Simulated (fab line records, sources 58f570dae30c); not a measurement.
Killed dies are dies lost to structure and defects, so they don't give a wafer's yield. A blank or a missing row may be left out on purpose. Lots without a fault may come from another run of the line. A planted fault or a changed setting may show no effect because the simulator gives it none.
Problem report in the 8D (eight disciplines) form, filled by code | flow berkeley_cmos170 | the parts of the form that need people (team, actions taken, sign-off) are left out

1. THE PROBLEM
beam_energy_keV at UCB170_NWELL_IMPLANT_14 reads a mean of 141.83 on 6 wafers of 2 lots; wafers without a fault read 149.99 with a standard deviation of 0.043. That is -99 or more standard deviations from the usual mean.
First seen on wafer L615.1, day 4 23:45, on implanter-04. The record holds 18 wafers of 6 lots with a number at this step. Rule for "out", or "out of limits": more than 4 standard deviations from the usual mean. The other wafers with a number count as sound.

2. WHAT IT IS AND WHAT IT IS NOT
question                    | is                     | is not
which readings at this step | beam_energy_keV        | -
which lots                  | L615, L617             | L605, L606, L620, L624
which wafers of those lots  | all that have a number | -
read on which tools         | implanter-04           | implanter-01, implanter-03
when                        | from day 4 23:45       | up to then (6 sound wafers); but 6 sound wafers of L620, L624 came after

3. SUSPECTS, AND WHAT RULES EACH OUT
Counting: a tool at a process step up to the reading stays a suspect if it ran every lot that is out and no sound lot after the first of them.
- implanter-04 at UCB170_NWELL_IMPLANT_14: kept. It ran every lot that is out, first L615 (day 4 23:45), and no sound lot after that; its last sound lot up to then is L605 (day 3 00:22). Its own readings are out on those wafers: beam_energy_keV.
Left after counting: implanter-04 at UCB170_NWELL_IMPLANT_14.

4. THE CAUSE (what the simulator had put in)
Process parameter drift: implanter-04, from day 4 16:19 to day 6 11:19, at UCB170_NWELL_IMPLANT_14. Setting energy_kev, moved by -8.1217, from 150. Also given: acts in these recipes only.
Counting left only this tool.

5. THE CHAIN OF EFFECTS, in route order
Each row: a reading whose mean over the struck wafers that have a number lies more than 3 standard deviations from the usual. Only readings for which the record gives a usual standard deviation are gone through. hours: the time from each lot's start at the first step in this table that gives one to its start at this step, as a median over the lots. sigmas: the change in usual standard deviations.
hours | step                    | reading         | usual  | on struck wafers | change | sigmas
0     | UCB170_NWELL_IMPLANT_14 | beam_energy_keV | 149.99 | 141.83           | -8.16  | -99 or more
The process steps in it:
- UCB170_NWELL_IMPLANT_14

6. WHAT WOULD HAVE CAUGHT IT SOONER
In this record the first reading out of limits was taken at day 4 23:45, 7 hours after the fault began at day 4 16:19.
